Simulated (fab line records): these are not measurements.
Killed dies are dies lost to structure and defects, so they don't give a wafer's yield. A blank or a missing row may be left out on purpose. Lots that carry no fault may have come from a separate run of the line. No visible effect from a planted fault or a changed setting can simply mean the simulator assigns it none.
The tool behind it: which one? || flow rit-cmos || 13 lots, 39 wafers sampled, at 4 steps of a route of 202

== WHAT EACH GAUGE READ, for each wafer ==
RIT_NWELL_OVL_MEAS_06.
{"lot": "L552", "measured": "day 1 21:33", "on": "overlay-02", "NWELL_OVL (nm)": "2.7 0.7 1.7"}
{"lot": "L553", "measured": "day 2 02:25", "on": "overlay-02", "NWELL_OVL (nm)": "2.2 2.6 2.2"}
{"lot": "L556", "measured": "day 2 19:42", "on": "overlay-01", "NWELL_OVL (nm)": "1.4 0.8 0.0"}
{"lot": "L558", "measured": "day 3 04:21", "on": "overlay-02", "NWELL_OVL (nm)": "0.7 -0.6 1.2"}
{"lot": "L559", "measured": "day 3 08:34", "on": "overlay-02", "NWELL_OVL (nm)": "- - -"}
{"lot": "L565", "measured": "day 4 14:58", "on": "overlay-02", "NWELL_OVL (nm)": "1.6 1.9 1.5"}
{"lot": "L568", "measured": "day 5 11:31", "on": "overlay-02", "NWELL_OVL (nm)": "-0.5 -1.4 -1.0"}
{"lot": "L570", "measured": "day 5 16:15", "on": "overlay-02", "NWELL_OVL (nm)": "2.2 2.2 2.4"}
{"lot": "L569", "measured": "day 5 17:59", "on": "overlay-01", "NWELL_OVL (nm)": "2.2 2.6 2.6"}
{"lot": "L571", "measured": "day 5 23:15", "on": "overlay-02", "NWELL_OVL (nm)": "0.0 -0.2 0.4"}
{"lot": "L572", "measured": "day 6 04:15", "on": "overlay-01", "NWELL_OVL (nm)": "-0.2 -0.8 0.2"}
{"lot": "L573", "measured": "day 6 07:53", "on": "overlay-01", "NWELL_OVL (nm)": "0.4 -0.4 -0.7"}
{"lot": "L574", "measured": "day 6 16:50", "on": "overlay-02", "NWELL_OVL (nm)": "2.3 -0.7 0.6"}

RIT_NWELL_TW_MEAS_10.
{"lot": "L552", "measured": "day 1 22:14", "on": "film-metro-04", "NWELL_TW": "2157 2142 2156"}
{"lot": "L553", "measured": "day 2 03:02", "on": "film-metro-03", "NWELL_TW": "2153 2162 2164"}
{"lot": "L556", "measured": "day 2 20:19", "on": "film-metro-03", "NWELL_TW": "2166 2168 2154"}
{"lot": "L558", "measured": "day 3 04:58", "on": "film-metro-04", "NWELL_TW": "2153 2157 2153"}
{"lot": "L559", "measured": "day 3 09:10", "on": "film-metro-04", "NWELL_TW": "30 30 30"}
{"lot": "L565", "measured": "day 4 15:34", "on": "film-metro-03", "NWELL_TW": "2154 2150 2157"}
{"lot": "L568", "measured": "day 5 12:07", "on": "film-metro-04", "NWELL_TW": "2142 2149 2134"}
{"lot": "L570", "measured": "day 5 16:52", "on": "film-metro-04", "NWELL_TW": "2142 2146 2133"}
{"lot": "L569", "measured": "day 5 18:45", "on": "film-metro-04", "NWELL_TW": "2136 2144 2135"}
{"lot": "L571", "measured": "day 5 23:52", "on": "film-metro-03", "NWELL_TW": "2165 2176 2162"}
{"lot": "L572", "measured": "day 6 05:01", "on": "film-metro-02", "NWELL_TW": "2122 2122 2122"}
{"lot": "L573", "measured": "day 6 08:31", "on": "film-metro-02", "NWELL_TW": "2100 2117 2116"}
{"lot": "L574", "measured": "day 6 17:26", "on": "film-metro-03", "NWELL_TW": "2151 2144 2141"}

RIT_PWELL_TW_MEAS_10.
{"lot": "L552", "measured": "day 1 23:47", "on": "film-metro-02", "PWELL_TW": "943 944 943"}
{"lot": "L553", "measured": "day 2 04:51", "on": "film-metro-04", "PWELL_TW": "951 944 951"}
{"lot": "L556", "measured": "day 2 21:52", "on": "film-metro-03", "PWELL_TW": "958 963 959"}
{"lot": "L558", "measured": "day 3 06:41", "on": "film-metro-04", "PWELL_TW": "954 956 958"}
{"lot": "L559", "measured": "day 3 10:50", "on": "film-metro-03", "PWELL_TW": "2226 2223 2218"}
{"lot": "L565", "measured": "day 4 17:08", "on": "film-metro-03", "PWELL_TW": "955 953 961"}
{"lot": "L568", "measured": "day 5 13:48", "on": "film-metro-03", "PWELL_TW": "971 965 967"}
{"lot": "L570", "measured": "day 5 18:35", "on": "film-metro-02", "PWELL_TW": "933 935 933"}
{"lot": "L569", "measured": "day 5 20:25", "on": "film-metro-04", "PWELL_TW": "952 951 951"}
{"lot": "L571", "measured": "day 6 01:32", "on": "film-metro-03", "PWELL_TW": "952 951 951"}
{"lot": "L572", "measured": "day 6 06:34", "on": "film-metro-02", "PWELL_TW": "943 941 938"}
{"lot": "L573", "measured": "day 6 10:11", "on": "film-metro-03", "PWELL_TW": "955 957 951"}
{"lot": "L574", "measured": "day 6 18:59", "on": "film-metro-02", "PWELL_TW": "942 943 940"}

== WHAT TOOL EACH LOT RAN ON (gives the tool, then ch and the chambers of the sampled wafers, and finally the start) ==
{"lot": "L552", "RIT_NWELL_EXPOSE_03": "iline-stepper-01 ch 0, day 1 21:06"}
{"lot": "L553", "RIT_NWELL_EXPOSE_03": "iline-stepper-02 ch 0, day 2 02:00"}
{"lot": "L556", "RIT_NWELL_EXPOSE_03": "iline-stepper-02 ch 0, day 2 19:10"}
{"lot": "L558", "RIT_NWELL_EXPOSE_03": "iline-stepper-01 ch 0, day 3 03:55"}
{"lot": "L559", "RIT_NWELL_EXPOSE_03": "iline-stepper-01 ch 0, day 3 08:08"}
{"lot": "L565", "RIT_NWELL_EXPOSE_03": "iline-stepper-01 ch 0, day 4 14:31"}
{"lot": "L568", "RIT_NWELL_EXPOSE_03": "iline-stepper-02 ch 0, day 5 11:05"}
{"lot": "L570", "RIT_NWELL_EXPOSE_03": "iline-stepper-02 ch 0, day 5 15:49"}
{"lot": "L569", "RIT_NWELL_EXPOSE_03": "iline-stepper-02 ch 0, day 5 17:34"}
{"lot": "L571", "RIT_NWELL_EXPOSE_03": "iline-stepper-01 ch 0, day 5 22:46"}
{"lot": "L572", "RIT_NWELL_EXPOSE_03": "iline-stepper-01 ch 0, day 6 03:50"}
{"lot": "L573", "RIT_NWELL_EXPOSE_03": "iline-stepper-01 ch 0, day 6 07:30"}
{"lot": "L574", "RIT_NWELL_EXPOSE_03": "iline-stepper-02 ch 0, day 6 16:24"}
- RIT_NWELL_EXPOSE_03: exposes mask M2, target cd 43900 nm.

== WHAT THE TOOLS THEMSELVES READ (means of the sampled wafers that have a number; where no wafer has one, the mark that the record gives instead) ==
The record holds no such reading with a usual standard deviation.

== THE ANSWER, worked out from the rows above alone ==
Rule: usual is defined by the lots themselves. Put in order of their means at a reading, lots are off if they are a third of the lots or fewer, leave a main group of 4 or more, and stand apart from it by a gap of 3 or more times the standard deviation of the main group's means; of several such gaps the widest counts. The tables above print the reading to a certain number of digits; a main group whose means all agree to those digits is not used. A lot without any number at a reading at which 4 lots or more have one is off too. The other lots that the step has rows for count as sound. The gauges are gone through in route order, then the tools' own readings, and for those a lot's mean is taken as printed above. At the first step where some lot is off, the reading lying furthest off is the one used; lots without a number count as furthest.
Off: at RIT_NWELL_OVL_MEAS_06 (NWELL_OVL), L559. Without a number there: L559. The main group has a mean of 0.9 nm with a standard deviation of 1.1.
If a tool, at a process step before that reading, ran all the lots that are off and no sound lot after the first of them, it fits. The gauges at RIT_NWELL_OVL_MEAS_06 aren't tried: what is off there is off at RIT_NWELL_TW_MEAS_10 too, on other tools, and a gauge's error can't cause that. Not one of the candidates tried fits.

== WHAT THE SIMULATOR HAD INSERTED ==
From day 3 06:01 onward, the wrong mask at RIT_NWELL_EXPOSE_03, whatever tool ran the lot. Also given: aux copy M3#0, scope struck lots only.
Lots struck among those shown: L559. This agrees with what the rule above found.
